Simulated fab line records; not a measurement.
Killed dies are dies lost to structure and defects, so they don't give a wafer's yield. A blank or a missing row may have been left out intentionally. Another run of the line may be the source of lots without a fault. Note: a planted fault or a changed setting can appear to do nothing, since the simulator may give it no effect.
fab line records | flow berkeley-cmos170 | part 2 of 2: steps 28 to 36 of 36
[record] lots = 5 | wafers = 15 | last-day = 11
route steps=331 shown NVT@107 PVT@115 GATE@125 FIELD@126
lots with no fault: from the same line, run without faults
start-h: hours from the record's first day to the start of the lot's first wafer shown | wait-h: how many hours have passed since the lot's step before this one | " unchanged from the row above | L1.1+2: a single row standing in for several wafers | - no value, or no start was given | * or withheld: withheld | < > ~ a bound
route shown NAME@n: a module of which the file shows steps, and the number in the route of the first | usual: average and standard deviation across the fault-free wafers | same: alike in all rows | chamber/n: place in a boat | sites: per-site readings | _std_site: their standard deviation | _edge_site: inner sites' mean taken away from outer sites' mean | radius-mm: how far each site lies from the wafer's centre | mask NAME#n: copy n | behind: the last tool/chamber to shape the wafer | hold: what put the lot on hold/how long, in hours/how the hold closed | device: which transistor (n, p or np) failed to switch | end of line: the tests these same wafers got at the end of their route | where a step has no rows: the recipe by itself | killed: the dies lost at the first sort to structure and to defects; this is not the yield of the wafer | map: the dies of a wafer, with x for killed, . for not killed, _ for no die there
set.NAME: the run value of the setting; set.NAME@STEP: its run value at that earlier step | model.NAME: the simulator's own value behind a step, which no gauge read
a table for each step, a row for each wafer; lots at some steps of the route
services: a tool's chamber out of use, with start hour (start-h, from the record's first day; less than 0 if before it), hours out, and reason
[[steps]]
[step UCB170_GATE_SOFTBAKE_08]
[recipe] resist = KrF | temp-c = 130 | time-s = 60
[usual] exhaust-pa = 44.9/0.81
lot.wafer | tool           | chamber | start-h | wait-h | exhaust-pa
L075.3    | litho-track-03 | 0       | -       | -      | 45.8
L075.4    | "              | 0       | "       | "      | 45.1
L075.5    | "              | 0       | "       | "      | 43.2
L080.2    | litho-track-03 | 0       | -       | -      | 46.0
L080.3    | "              | 0       | "       | "      | 45.8
L080.5    | "              | 0       | "       | "      | 44.8
L082.1    | litho-track-02 | 0       | -       | -      | 43.9
L082.3    | "              | 0       | "       | "      | 44.5
L082.5    | "              | 0       | "       | "      | 43.0
L086.2    | litho-track-03 | 0       | -       | -      | 44.7
L086.3    | "              | 0       | "       | "      | 45.4
L086.5    | "              | 0       | "       | "      | 44.1
L092.2    | litho-track-02 | 0       | -       | -      | 45.5
L092.3    | "              | 0       | "       | "      | 45.6
L092.6    | "              | 0       | "       | "      | 45.0
[step UCB170_GATE_EXPOSE_09]
[recipe] mask-id = POLY | target-cd-nm = 350 | na = 0.5 | sigma-outer = 0.6 | source-shape = conventional | dose-mj = 21
lot.wafer  | tool           | chamber | start-h | wait-h | mask
L075.3+4+5 | krf-scanner-02 | 0       | 158.51  | -      | POLY#0
L080.2+3+5 | krf-scanner-01 | 0       | 186.07  | -      | POLY#0
L082.1+3+5 | krf-scanner-02 | 0       | 192.66  | -      | POLY#0
L086.2+3+5 | krf-scanner-01 | 0       | 210.17  | -      | POLY#0
L092.2+3+6 | krf-scanner-02 | 0       | 236.90  | -      | POLY#0
[step UCB170_GATE_PEB_10]
[recipe] peb-temp-c = 130 | peb-time-s = withheld | resist = KrF
[usual] exhaust-pa = 45.2/0.83
lot.wafer | tool           | chamber | start-h | wait-h | exhaust-pa
L075.3    | litho-track-03 | 0       | 158.64  | 0.1    | 45.3
L075.4    | "              | 0       | "       | "      | 46.8
L075.5    | "              | 0       | "       | "      | 45.2
L080.2    | litho-track-03 | 0       | 186.19  | 0.1    | 43.1
L080.3    | "              | 0       | "       | "      | 45.9
L080.5    | "              | 0       | "       | "      | 45.6
L082.1    | litho-track-02 | 0       | 192.78  | 0.1    | 45.2
L082.3    | "              | 0       | "       | "      | 45.3
L082.5    | "              | 0       | "       | "      | 46.3
L086.2    | litho-track-03 | 0       | 210.29  | 0.1    | 45.9
L086.3    | "              | 0       | "       | "      | 46.3
L086.5    | "              | 0       | "       | "      | 46.2
L092.2    | litho-track-02 | 0       | 237.03  | 0.1    | 45.3
L092.3    | "              | 0       | "       | "      | 44.6
L092.6    | "              | 0       | "       | "      | 45.3
[step UCB170_GATE_DEVELOP_11]
[recipe] developer = TMAH | develop-time-s = 45 | resist = KrF | dev-temp-c = 21
[usual] developer-temp-C = 21.00/0.11 | exhaust-pa = 45.0/0.96
lot.wafer | tool           | chamber | start-h | wait-h | developer-temp-C | exhaust-pa
L075.3    | litho-track-03 | 0       | -       | -      | 20.95            | 43.8
L075.4    | "              | 0       | "       | "      | 20.94            | 42.4
L075.5    | "              | 0       | "       | "      | 21.04            | 43.4
L080.2    | litho-track-03 | 0       | -       | -      | 20.93            | 44.4
L080.3    | "              | 0       | "       | "      | 21.07            | 44.0
L080.5    | "              | 0       | "       | "      | 21.00            | 45.9
L082.1    | litho-track-02 | 0       | -       | -      | 21.01            | 45.5
L082.3    | "              | 0       | "       | "      | 20.91            | 45.9
L082.5    | "              | 0       | "       | "      | 20.83            | 46.4
L086.2    | litho-track-03 | 0       | -       | -      | 21.05            | 45.5
L086.3    | "              | 0       | "       | "      | 20.97            | 44.8
L086.5    | "              | 0       | "       | "      | 20.95            | 45.8
L092.2    | litho-track-02 | 0       | -       | -      | 21.22            | 45.9
L092.3    | "              | 0       | "       | "      | 21.13            | 45.9
L092.6    | "              | 0       | "       | "      | 21.35            | 45.9
[step UCB170_GATE_CD_MEAS_12]
[recipe] target-cd-nm = 350
[usual] cd-nm = 350.1/1.2
lot.wafer | tool      | chamber | start-h | wait-h | cd-nm
L075.3    | cd-sem-02 | -       | 158.90  | -      | 349.3
L075.4    | "         | -       | "       | "      | 351.1
L075.5    | "         | -       | "       | "      | 351.6
L080.2    | cd-sem-02 | -       | 186.46  | -      | 349.2
L080.3    | "         | -       | "       | "      | 351.3
L080.5    | "         | -       | "       | "      | 351.5
L082.1    | cd-sem-01 | -       | 193.05  | -      | 349.9
L082.3    | "         | -       | "       | "      | 350.1
L082.5    | "         | -       | "       | "      | 349.5
L086.2    | cd-sem-02 | -       | 210.56  | -      | 351.0
L086.3    | "         | -       | "       | "      | 351.2
L086.5    | "         | -       | "       | "      | 350.4
L092.2    | cd-sem-02 | -       | 237.30  | -      | 351.4
L092.3    | "         | -       | "       | "      | 351.2
L092.6    | "         | -       | "       | "      | 351.1
[step UCB170_GATE_OVL_MEAS_13]
[usual] GATE_OVL = -3/4.7
lot.wafer | tool       | chamber | start-h | wait-h | GATE_OVL[nm]
L075.3    | overlay-01 | -       | 158.99  | 0.1    | 2
L075.4    | "          | -       | "       | "      | 0
L075.5    | "          | -       | "       | "      | 3
L080.2    | overlay-02 | -       | 186.57  | 0.1    | -14
L080.3    | "          | -       | "       | "      | -1
L080.5    | "          | -       | "       | "      | -4
L082.1    | overlay-01 | -       | 193.17  | 0.1    | 3
L082.3    | "          | -       | "       | "      | -4
L082.5    | "          | -       | "       | "      | 3
L086.2    | overlay-01 | -       | 210.67  | 0.1    | -7
L086.3    | "          | -       | "       | "      | -5
L086.5    | "          | -       | "       | "      | 3
L092.2    | overlay-02 | -       | 237.41  | 0.1    | 3
L092.3    | "          | -       | "       | "      | 1
L092.6    | "          | -       | "       | "      | 4
[step UCB170_GATE_ETCH_14]
[recipe] chemistry = N2/H2 | target-depth-a = withheld | overetch-a = withheld | target = BARC | time-s = withheld | source-w = 500 | bias-w = 100 | pressure-mtorr = 30 | n2-flow-sccm = 100 | h2-flow-sccm = 200
[usual] drypump-motor-current-A = 5.53/0.29 | oes-product-au = 1.008/0.029 | throttle-valve-pct = 13.30/0.29
lot.wafer | tool        | chamber | start-h | wait-h | drypump-motor-current-A | oes-product-au | throttle-valve-pct
L075.3    | rie-diel-04 | 1       | 159.02  | 0.0    | 5.73                    | 0.955          | 13.37
L075.4    | "           | 1       | "       | "      | 5.73                    | 0.956          | 13.35
L075.5    | "           | 0       | "       | "      | 5.41                    | 0.990          | 13.23
L080.2    | rie-diel-03 | 1       | 186.60  | 0.0    | 5.22                    | 1.055          | 13.66
L080.3    | "           | 0       | "       | "      | 5.35                    | 1.006          | 13.17
L080.5    | "           | 2       | "       | "      | 5.89                    | 0.988          | 13.46
L082.1    | rie-diel-04 | 1       | 193.21  | 0.0    | 5.72                    | 0.952          | 13.36
L082.3    | "           | 0       | "       | "      | 5.43                    | 0.991          | 13.23
L082.5    | "           | 3       | "       | "      | 5.22                    | 1.022          | 13.31
L086.2    | rie-diel-01 | 2       | 210.70  | 0.0    | 6.05                    | 1.012          | 13.52
L086.3    | "           | 3       | "       | "      | 5.46                    | 0.974          | 12.94
L086.5    | "           | 0       | "       | "      | 5.57                    | 1.022          | 13.74
L092.2    | rie-diel-03 | 3       | 237.44  | 0.0    | 5.72                    | 1.047          | 12.80
L092.3    | "           | 2       | "       | "      | 5.90                    | 1.007          | 13.46
L092.6    | "           | 2       | "       | "      | 5.87                    | 1.008          | 13.46
[step UCB170_GATE_ETCH_15]
[recipe] chemistry = HBr/Cl2 | target = poly-Si | stop-on = SiO2 | over-etch-frac = 0.3 | icp-w = 300 | bias-w = 150 | time-s = 56.3 | pressure-mtorr = 15 | HBr_flow_sccm = 150 | Cl2_flow_sccm = 50 | target-depth-a = 2782
[usual] drypump-motor-current-A = 5.81/0.29 | oes-product-au = 0.829/0.014 | throttle-valve-pct = 26.50/0.26
lot.wafer | tool      | chamber | start-h | wait-h | drypump-motor-current-A | oes-product-au | rf-hours-counter-h | throttle-valve-pct
L075.3    | rie-si-02 | 2       | 159.06  | -      | 5.66                    | 0.848          | 105                | 26.78
L075.4    | "         | 0       | "       | "      | 5.56                    | 0.808          | 1                  | 26.72
L075.5    | "         | 3       | "       | "      | 6.15                    | 0.825          | -                  | 26.41
L080.2    | rie-si-01 | 2       | 186.64  | -      | 5.15                    | 0.825          | 107                | 26.73
L080.3    | "         | 1       | "       | "      | 6.08                    | 0.846          | 37                 | 26.73
L080.5    | "         | 0       | "       | "      | 5.93                    | 0.839          | -                  | 26.02
L082.1    | rie-si-01 | 2       | 193.25  | -      | 5.14                    | 0.819          | 107                | 26.75
L082.3    | "         | 1       | "       | "      | 6.06                    | 0.841          | 37                 | 26.74
L082.5    | "         | 1       | "       | "      | 6.12                    | 0.841          | -                  | 26.72
L086.2    | rie-si-01 | 2       | 210.74  | -      | 5.15                    | 0.823          | 107                | 26.74
L086.3    | "         | 0       | "       | "      | 5.92                    | 0.846          | 2                  | 26.01
L086.5    | "         | 2       | "       | "      | 5.14                    | 0.821          | -                  | 26.76
L092.2    | rie-si-01 | 0       | 237.48  | -      | 5.92                    | 0.837          | 2                  | 26.02
L092.3    | "         | 1       | "       | "      | 6.08                    | 0.839          | 37                 | 26.73
L092.6    | "         | 3       | "       | "      | 5.93                    | 0.821          | -                  | 26.59
[step UCB170_GATE_STRIP_16]
[recipe] chemistry = O2 | power-w = 400 | pressure-mtorr = 3500 | platen-temp-c = withheld | o2-flow-sccm = 400 | overash-fraction = 0.5
[usual] drypump-motor-current-A = 5.7/0.55 | oes-product-au = 0.724/0.0043
lot.wafer | tool            | chamber | start-h | wait-h | drypump-motor-current-A | oes-product-au | rf-hours-counter-h
L075.3    | plasma-asher-03 | 0       | 159.14  | 0.1    | 5.8                     | 0.725          | -
L075.4    | "               | 1       | "       | "      | 5.2                     | 0.725          | -
L075.5    | "               | 0       | "       | "      | 5.8                     | 0.723          | -
L080.2    | plasma-asher-04 | 0       | 186.69  | 0.0    | 6.3                     | 0.728          | 34
L080.3    | "               | 0       | "       | "      | 6.3                     | 0.728          | -
L080.5    | "               | 1       | "       | "      | 4.8                     | 0.720          | -
L082.1    | plasma-asher-02 | 0       | 193.30  | 0.0    | 6.3                     | 0.725          | 8
L082.3    | "               | 1       | "       | "      | 6.3                     | 0.723          | -
L082.5    | "               | 0       | "       | "      | 6.3                     | 0.717          | -
L086.2    | plasma-asher-02 | 0       | 210.79  | 0.0    | 6.3                     | 0.727          | 10
L086.3    | "               | 0       | "       | "      | 6.3                     | 0.721          | -
L086.5    | "               | 0       | "       | "      | 6.3                     | 0.721          | -
L092.2    | plasma-asher-03 | 1       | 237.53  | 0.0    | 5.3                     | 0.730          | 55
L092.3    | "               | 0       | "       | "      | 5.8                     | 0.722          | -
L092.6    | "               | 1       | "       | "      | 5.3                     | 0.722          | -
[[services]]
tool            | chamber | start-h | hours | kind
wet-bench-02    | -       | 113.35  | 0.8   | repair
implanter-01    | -       | 115.61  | 3.5   | repair
rie-si-01       | 3       | 121.11  | 2.0   | repair
implanter-01    | -       | 123.05  | 0.6   | repair
rie-diel-03     | -       | 125.90  | 4.3   | pm
plasma-asher-03 | -       | 127.12  | 1.0   | repair
rie-diel-03     | 0       | 132.26  | 15.3  | repair
wet-bench-02    | -       | 132.67  | 4.4   | pm
krf-scanner-01  | -       | 142.26  | 0.8   | pm
rie-si-01       | 1       | 142.95  | 10.3  | repair
krf-scanner-01  | -       | 145.41  | 0.4   | repair
furnace-04      | -       | 148.41  | 3.5   | pm
rie-si-01       | -       | 151.47  | 28.1  | pm
krf-scanner-01  | -       | 151.59  | 4.0   | pm
krf-scanner-01  | -       | 157.13  | 1.9   | repair
krf-scanner-02  | -       | 163.28  | 1.3   | pm
furnace-04      | -       | 168.59  | 3.6   | pm
furnace-01      | -       | 170.94  | 3.6   | pm
implanter-02    | -       | 175.26  | 7.8   | repair
krf-scanner-02  | -       | 206.91  | 2.4   | repair
krf-scanner-02  | -       | 210.05  | 1.0   | pm
furnace-02      | -       | 214.27  | 7.2   | repair
furnace-02      | -       | 221.52  | 3.5   | pm
krf-scanner-01  | -       | 232.13  | 1.3   | pm
